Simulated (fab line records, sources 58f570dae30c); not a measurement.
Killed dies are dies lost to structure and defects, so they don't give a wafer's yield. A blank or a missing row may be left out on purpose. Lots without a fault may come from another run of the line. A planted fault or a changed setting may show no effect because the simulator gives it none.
Which tool did it? | flow berkeley_cmos170 | 7 lots, 21 wafers sampled, at 2 steps of a route of 331

WHAT THE GAUGES READ, wafer by wafer
UCB170_PWELL_OVL_MEAS_13.
lot  | measured    | on         | PWELL_OVL (nm)
L334 | day 3 08:40 | overlay-02 | -6 -3 -4
L336 | day 3 16:22 | overlay-01 | 5 5 1
L338 | day 3 20:41 | overlay-01 | 8 8 7
L340 | day 4 15:16 | overlay-02 | 5 6 14
L349 | day 6 07:48 | overlay-01 | -3 -6 -7
L354 | day 7 15:58 | overlay-02 | 0 -14 -7
L356 | day 7 21:38 | overlay-02 | 5 -3 -4

WHICH TOOL RAN EACH LOT (tool, then ch and the chambers of the sampled wafers, then the start)
lot  | UCB170_ZERO_STRIP_07
L334 | plasma_asher-03 ch 0,1, day 2 00:41
L336 | plasma_asher-04 ch 0,1, day 2 14:04
L338 | plasma_asher-03 ch 0,1, day 2 18:50
L340 | plasma_asher-04 ch 0,1, day 3 06:15
L349 | plasma_asher-02 ch 0,1, day 5 03:31
L354 | plasma_asher-03 ch 0,1, day 6 06:11
L356 | plasma_asher-04 ch 0,1, day 6 16:34
- UCB170_ZERO_STRIP_07: strips in O2.

THE ANSWER, worked out from the rows above alone
Rule: what is usual is taken from the lots themselves. Put in order of their means at a reading, lots are off if they are a third of the lots or fewer, leave a main group of 4 or more, and stand apart from it by a gap of 3 or more times the standard deviation of the main group's means; of several such gaps the widest counts. A main group whose means are all the same, to the digits that the tables above print for the reading, isn't used. A lot without any number at a reading at which 4 lots or more have one is off too. The other lots that the step has rows for count as sound.
No lot is off at any reading shown: from this, nothing can be told.

WHAT THE SIMULATOR HAD PUT IN
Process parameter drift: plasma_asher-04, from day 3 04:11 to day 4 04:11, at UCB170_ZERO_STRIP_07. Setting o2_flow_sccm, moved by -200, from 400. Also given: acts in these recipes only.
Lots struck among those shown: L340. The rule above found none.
